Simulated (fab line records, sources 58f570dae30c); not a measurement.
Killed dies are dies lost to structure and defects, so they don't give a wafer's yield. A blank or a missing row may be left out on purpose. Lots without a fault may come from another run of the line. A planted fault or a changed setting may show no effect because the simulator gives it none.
Which tool did it? | flow berkeley_cmos170 | 14 lots, 42 wafers sampled, at 4 steps of a route of 331

WHAT THE GAUGES READ, wafer by wafer
UCB170_ACTIVE_THK_MEAS_06.
lot  | measured     | on            | ACTIVE_NITRIDE_THK (nm)
L591 | day 5 03:52  | film_metro-04 | 217.6 219.0 219.8
L593 | day 5 14:35  | film_metro-01 | 224.6 222.5 221.3
L592 | day 5 14:39  | film_metro-02 | 223.4 221.0 222.0
L595 | day 5 14:39  | film_metro-01 | 218.1 219.5 218.9
L594 | day 5 14:40  | film_metro-04 | 223.9 222.5 222.9
L597 | day 6 04:51  | film_metro-01 | 224.4 225.3 223.7
L598 | day 6 04:55  | film_metro-02 | 220.1 220.4 220.4
L599 | day 6 19:03  | film_metro-01 | 222.1 221.1 219.5
L600 | day 6 19:04  | film_metro-02 | 218.4 221.4 218.7
L601 | day 7 09:02  | film_metro-01 | 221.6 223.0 221.5
L604 | day 7 19:50  | film_metro-04 | 222.4 221.6 221.3
L609 | day 8 22:51  | film_metro-01 | 222.0 221.0 222.2
L611 | day 9 09:07  | film_metro-04 | 220.2 218.4 219.7
L614 | day 10 06:59 | film_metro-04 | 219.7 220.7 220.4

UCB170_NVT_OVL_MEAS_06.
lot  | measured     | on         | NVT_OVL (nm)
L591 | day 6 19:22  | overlay-01 | -5 -9 -3
L593 | day 7 11:31  | overlay-01 | 2 8 -3
L592 | day 7 11:14  | overlay-01 | -7 -11 -18
L595 | day 7 11:35  | overlay-02 | 5 9 2
L594 | day 7 11:47  | overlay-01 | -6 -2 2
L597 | day 8 00:12  | overlay-02 | -11 -12 -8
L598 | day 8 00:11  | overlay-01 | -17 -15 -14
L599 | day 8 13:35  | overlay-02 | 2 -2 -5
L600 | day 8 13:29  | overlay-01 | 1 3 0
L601 | day 9 03:55  | overlay-02 | -1 0 1
L604 | day 9 19:16  | overlay-01 | 7 8 4
L609 | day 10 20:03 | overlay-02 | 3 -1 6
L611 | day 11 02:23 | overlay-02 | -4 -2 -2
L614 | day 11 19:08 | overlay-02 | 5 2 6

UCB170_PLDD_OVL_MEAS_07.
lot  | measured     | on         | PLDD_OVL (nm)
L591 | day 7 17:26  | overlay-02 | 3 3 -1
L593 | day 8 07:04  | overlay-01 | 3 0 9
L592 | day 8 06:56  | overlay-02 | 0 -6 -4
L595 | day 8 07:13  | overlay-02 | 10 -2 10
L594 | day 8 07:29  | overlay-02 | 3 7 10
L597 | day 9 01:03  | overlay-01 | -3 -1 1
L598 | day 8 23:46  | overlay-01 | 8 7 4
L599 | day 9 15:46  | overlay-02 | 2 0 3
L600 | day 9 16:19  | overlay-02 | 7 11 14
L601 | day 9 23:58  | overlay-01 | -5 1 5
L604 | day 10 15:31 | overlay-02 | -1 -1 -4
L609 | day 11 20:37 | overlay-01 | -1 6 1
L611 | day 12 00:56 | overlay-01 | -6 10 1
L614 | day 12 18:48 | overlay-02 | -3 -5 -2

WHICH TOOL RAN EACH LOT (tool, then ch and the chambers of the sampled wafers, then the start)
lot  | UCB170_NVT_IMPLANT_07
L591 | implanter-01 ch 0, day 6 19:25
L593 | implanter-01 ch 0, day 7 11:35
L592 | implanter-04 ch 0, day 7 11:17
L595 | implanter-02 ch 0, day 7 11:38
L594 | implanter-04 ch 0, day 7 11:50
L597 | implanter-04 ch 0, day 8 00:14
L598 | implanter-02 ch 0, day 8 00:14
L599 | implanter-02 ch 0, day 8 13:37
L600 | implanter-04 ch 0, day 8 13:34
L601 | implanter-02 ch 0, day 9 03:57
L604 | implanter-04 ch 0, day 9 19:17
L609 | implanter-04 ch 0, day 10 20:09
L611 | implanter-02 ch 0, day 11 02:25
L614 | implanter-02 ch 0, day 11 19:10
- UCB170_NVT_IMPLANT_07

WHAT THE TOOLS THEMSELVES READ (means of the sampled wafers that have a number; where no wafer has one, the mark that the record gives instead)
UCB170_NVT_IMPLANT_07.
lot  | tool         | dose_ions_cm2
L591 | implanter-01 | 3e+12
L593 | implanter-01 | 3e+12
L592 | implanter-04 | 3e+12
L595 | implanter-02 | 3e+12
L594 | implanter-04 | 3e+12
L597 | implanter-04 | 3e+12
L598 | implanter-02 | 3e+12
L599 | implanter-02 | 3e+12
L600 | implanter-04 | 3e+12
L601 | implanter-02 | 3e+12
L604 | implanter-04 | 3e+12
L609 | implanter-04 | 3e+12
L611 | implanter-02 | 3e+12
L614 | implanter-02 | 3e+12

THE ANSWER, worked out from the rows above alone
Rule: what is usual is taken from the lots themselves. Put in order of their means at a reading, lots are off if they are a third of the lots or fewer, leave a main group of 4 or more, and stand apart from it by a gap of 3 or more times the standard deviation of the main group's means; of several such gaps the widest counts. A main group whose means are all the same, to the digits that the tables above print for the reading, isn't used. A lot without any number at a reading at which 4 lots or more have one is off too. The other lots that the step has rows for count as sound. The gauges are gone through in route order, then the tools' own readings, and for those a lot's mean is taken as printed above. The first step at which some lot is off is used, and at that step the reading that is off furthest; a lot without a number counts as furthest.
No lot is off at any reading shown: from this, nothing can be told.

WHAT THE SIMULATOR HAD PUT IN
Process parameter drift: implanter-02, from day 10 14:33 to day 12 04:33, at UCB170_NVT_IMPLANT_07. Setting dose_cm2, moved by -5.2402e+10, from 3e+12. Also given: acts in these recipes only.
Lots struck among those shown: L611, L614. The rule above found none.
